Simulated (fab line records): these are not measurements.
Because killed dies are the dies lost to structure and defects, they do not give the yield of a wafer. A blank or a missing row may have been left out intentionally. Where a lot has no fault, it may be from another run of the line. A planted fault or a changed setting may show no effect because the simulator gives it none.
Split-lot experiment	flow ritCmos	5 lots, 23 wafers read, on a route of 202 steps

== THE SPLIT ==
At RIT_GATE_OXIDATION_05 (target thk 3 nm, ox time 270 s), the setting tempC was moved away from the recipe's 900 C on 20 of the 23 wafers read, by -2.7% to -1.3%. This setting was run at the recipe's value on the other wafers.

== FROM THE SPLIT ON TO THE READING: in between, the file shows 1 step ==
- RIT_GATE_ANNEAL_06: time 600 s

== THE READING ==
GATE_OXIDE_THK (nm), taken at RIT_GATE_THK_MEAS_07. On this fab line, fault-free wafers typically give 3.02 nm with a standard deviation of 0.065 nm.

wafer	tool, chamber at the split	tempC as run, C	against the recipe	GATE_OXIDE_THK, nm	against lot-mates on the recipe
L075.1	-, -	887	-1.4%	2.51	no lot-mate on the recipe
L075.2	-, -	887	-1.4%	2.58	no lot-mate on the recipe
L075.4	-, -	887	-1.4%	2.55	no lot-mate on the recipe
L075.5	-, -	887	-1.4%	2.66	no lot-mate on the recipe
L075.6	-, -	887	-1.4%	2.55	no lot-mate on the recipe
L076.1	-, -	888.7	-1.3%	2.54	no lot-mate on the recipe
L076.2	-, -	888.7	-1.3%	2.55	no lot-mate on the recipe
L076.3	-, -	888.7	-1.3%	2.52	no lot-mate on the recipe
L076.4	-, -	888.7	-1.3%	2.62	no lot-mate on the recipe
L076.6	-, -	888.7	-1.3%	2.65	no lot-mate on the recipe
L078.1	-, -	876.2	-2.6%	2.24	no lot-mate on the recipe
L078.2	-, -	876.2	-2.6%	2.30	no lot-mate on the recipe
L078.3	-, -	876.2	-2.6%	2.23	no lot-mate on the recipe
L078.4	-, -	876.2	-2.6%	2.27	no lot-mate on the recipe
L078.5	-, -	876.2	-2.6%	2.16	no lot-mate on the recipe
L081.1	-, -	875.6	-2.7%	2.34	no lot-mate on the recipe
L081.2	-, -	875.6	-2.7%	2.30	no lot-mate on the recipe
L081.3	-, -	875.6	-2.7%	2.37	no lot-mate on the recipe
L081.4	-, -	875.6	-2.7%	2.26	no lot-mate on the recipe
L081.5	-, -	875.6	-2.7%	2.19	no lot-mate on the recipe
L085.1	furnace-04, 0	900	recipe	2.97	-
L085.4	furnace-04, 0	900	recipe	2.94	-
L085.6	furnace-04, 0	900	recipe	2.95	-

FIT RESULTS
A straight line over all 23 wafers: GATE_OXIDE_THK changes by +0.248 nm for each +1% of tempC; r = +0.97; the points scatter about the line by 0.061 nm.
Too few moved wafers with a lot-mate on the recipe to fit a line net of each lot's own level.

== THE WHOLE CHAIN: every reading that the file lists as answering this split, in the file's order ==
step	what it does	reading	change (the file's fit)	r (the file's)
RIT_GATE_OXIDATION_05	target thk 3 nm, ox time 270 s	SiO2_of_GATE_OXIDATION_05.thkNm (the simulator's own value, which no gauge read)	+0.257 nm for each +1% of the setting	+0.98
RIT_GATE_THK_MEAS_07		GATE_OXIDE_THK	+0.247 for each +1% of the setting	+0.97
RIT_M1_PROBE_99		etest.pmos_0p3.rOnOhmUm (the simulator's own value, which no gauge read)	+815 for each +1% of the setting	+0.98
RIT_M1_PROBE_99		etest.nmos_0p3.rOnOhmUm (the simulator's own value, which no gauge read)	+211 for each +1% of the setting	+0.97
RIT_M1_PROBE_99		etest.nmosTurned.driveUaUm (the simulator's own value, which no gauge read)	-111 for each +1% of the setting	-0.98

== THE FILE'S OWN FIT ==
GATE_OXIDE_THK changes by +0.247 nm for each +1% of tempC, r = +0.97.
